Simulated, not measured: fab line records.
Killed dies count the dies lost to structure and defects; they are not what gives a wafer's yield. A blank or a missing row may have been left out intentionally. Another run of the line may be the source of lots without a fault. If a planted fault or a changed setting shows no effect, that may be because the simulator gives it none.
8D (eight disciplines) problem report, filled in by code | flow berkeleyCmos170 | the parts of the form that need people (team, actions taken, sign-off) are left out

== 1. THE PROBLEM ==
Wafers without a fault read 2.0002e+13, standard deviation 2.1e+10; doseIonsCm2 at UCB170_PFIELD_IMPLANT_07 reads a mean of 1.9404e+13 on 6 wafers belonging to 2 lots. That is -28 standard deviations from the usual mean.
Seen first at day 7 13:50 on implanter-02, wafer L420.1. The record has a number at this step for 18 wafers belonging to 6 lots. By rule, "out" or "out of limits" means more than 4 standard deviations away from the usual mean. All remaining wafers that have a number are taken as sound.

== 2. WHAT THIS IS AND IS NOT ==
question                    | is                     | is not
which readings at this step | doseIonsCm2            | endStationPressureTorr
which lots                  | L420, L424             | L412, L413, L429, L430
which wafers of those lots  | all that have a number | -
read on which tools         | implanter-02           | implanter-01, implanter-03
when                        | from day 7 13:50       | up to then (6 sound wafers); but 6 sound wafers of L429, L430 came after

== 3. WHAT RULES OUT EACH SUSPECT ==
Counting: a tool at a process step up to the reading stays a suspect if it ran every lot that is out and no sound lot after the first of them.
- rieDiel-01 at UCB170_ACTIVE_ETCH_15 (etches Si3N4 in CH3F/Ar/O2, stops on SiO2, target depth 242 nm, time 151 s): ruled out as a lasting fault. After its first lot that is out, L420 (day 7 11:28), sound lots L430 ran on it.
- implanter-02 at UCB170_PFIELD_IMPLANT_07: kept. Every lot that is out went through it, starting with L420 (day 7 13:50), and after that it ran no sound lot; the last sound lot it ran before then is L413 (day 5 20:40). Out on those wafers are its own readings of doseIonsCm2.
Remaining after the count: implanter-02 at UCB170_PFIELD_IMPLANT_07.

== 4. THE CAUSE (what the simulator had put in) ==
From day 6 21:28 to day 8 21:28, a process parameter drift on implanter-02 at UCB170_PFIELD_IMPLANT_07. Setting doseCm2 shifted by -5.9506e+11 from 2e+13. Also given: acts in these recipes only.
After counting, this tool was the only one left.

== 5. THE EFFECT CHAIN, in route order ==
One row per reading whose mean, taken over the struck wafers that have a number, lies over 3 standard deviations from the usual. Only readings whose record carries a usual standard deviation are examined. hours: median over the lots of the time between each lot's start at the first step of this table that gives one and its start at this step. sigmas: the change, counted in usual standard deviations.
hours | step                     | reading     | usual      | on struck wafers | change      | sigmas
0     | UCB170_PFIELD_IMPLANT_07 | doseIonsCm2 | 2.0002e+13 | 1.9404e+13       | -5.9783e+11 | -28
The process steps in it:
- UCB170_PFIELD_IMPLANT_07

== 6. HOW IT WOULD HAVE BEEN CAUGHT EARLIER ==
The fault began at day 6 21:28; the first out-of-limits reading in this record came at day 7 13:50, 16 hours later.
